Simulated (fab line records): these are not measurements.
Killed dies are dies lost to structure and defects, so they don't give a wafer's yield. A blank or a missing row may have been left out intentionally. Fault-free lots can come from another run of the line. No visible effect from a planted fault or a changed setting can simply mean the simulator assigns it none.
8D (eight disciplines) problem report, filled in by code    flow rit_cmos    the parts of the form that need people (team, actions taken, sign-off) are left out

## 1. THE PROBLEM
Across 9 wafers from 3 lots, NLDD_OVL at RIT_NLDD_OVL_MEAS_06 averages -300.5 nm, while fault-free wafers read -0.2 nm with a standard deviation of 1.2. So: -99 or more standard deviations from the usual mean.
The first sign was on wafer L781.3 at day 4 20:40, on overlay-01. The record has a number at this step for 45 wafers belonging to 15 lots. The rule behind "out" and "out of limits": a value lying over 4 standard deviations away from the usual mean. The other wafers with a number count as sound.

## 2. WHAT IT IS, AND WHAT IT ISN'T
question                     is                      is not
which readings at this step  NLDD_OVL                -
which lots                   L781, L783, L784        L772, L773, L775, L776, L777, L780, L782, L786, L789, L793, L794, L795
which wafers of those lots   all that have a number  -
read on which gauges         overlay-01              overlay-02
when                         from day 4 20:40        up to then (18 sound wafers); but 18 sound wafers of L782, L786, L789, L793, L794, L795 came after

## 3. SUSPECTS, AND WHAT RULES EACH OUT
Counting: any tool at a process step up to the reading is kept as a suspect provided that every lot that is out went through it and no sound lot did after the first of them.
- the gauge at RIT_NLDD_OVL_MEAS_06: kept. All the wafers that are out were read on overlay-01, and no step on other tools shows them out.
- iline_stepper-01 at RIT_NLDD_EXPOSE_03 (exposes mask M7, target cd 40700 nm): kept. Every lot that is out went through it, starting with L781 (day 4 20:17), and after that it ran no sound lot; the last sound lot it ran before then is L777 (day 4 05:47).
What counting leaves: iline_stepper-01 at RIT_NLDD_EXPOSE_03 and overlay-01 at RIT_NLDD_OVL_MEAS_06.

## 4. THE CAUSE (what the simulator had put in)
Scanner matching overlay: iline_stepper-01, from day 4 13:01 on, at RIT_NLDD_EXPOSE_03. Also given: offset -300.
Counting left 2 suspects, and this tool is among them.

## 5. THE CHAIN OF EFFECTS, in route order
Each row: a reading whose mean over the struck wafers that have a number lies more than 3 standard deviations from the usual. Only readings for which the record gives a usual standard deviation are gone through. hours: the time from each lot's start at the first step in this table that gives one to its start at this step, as a median over the lots. sigmas: the change in usual standard deviations.
hours  step                  reading   usual    on struck wafers  change  sigmas
0      RIT_NLDD_OVL_MEAS_06  NLDD_OVL  -0.2 nm  -300.5            -300.3  -99 or more
At these later measuring or inspecting steps, every struck wafer for which the step has a row has a number for every such reading, and none has moved that far: RIT_PLDD_OVL_MEAS_06.

## 6. HOW IT WOULD HAVE BEEN CAUGHT EARLIER
Counted from the fault's start at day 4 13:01, it took 8 hours until the first out-of-limits reading at a measuring or inspecting step in this record, taken at day 4 20:40.
An alarm limit of 4 standard deviations would not have fired on the tool readings at RIT_NLDD_EXPOSE_03 for which the record gives a usual standard deviation, since none of them was out on any struck wafer.
Of the lots that are out (3), L783, L784 began RIT_NLDD_EXPOSE_03 on iline_stepper-01 after day 4 20:40. A hold on the tool at that time would have spared those 2.
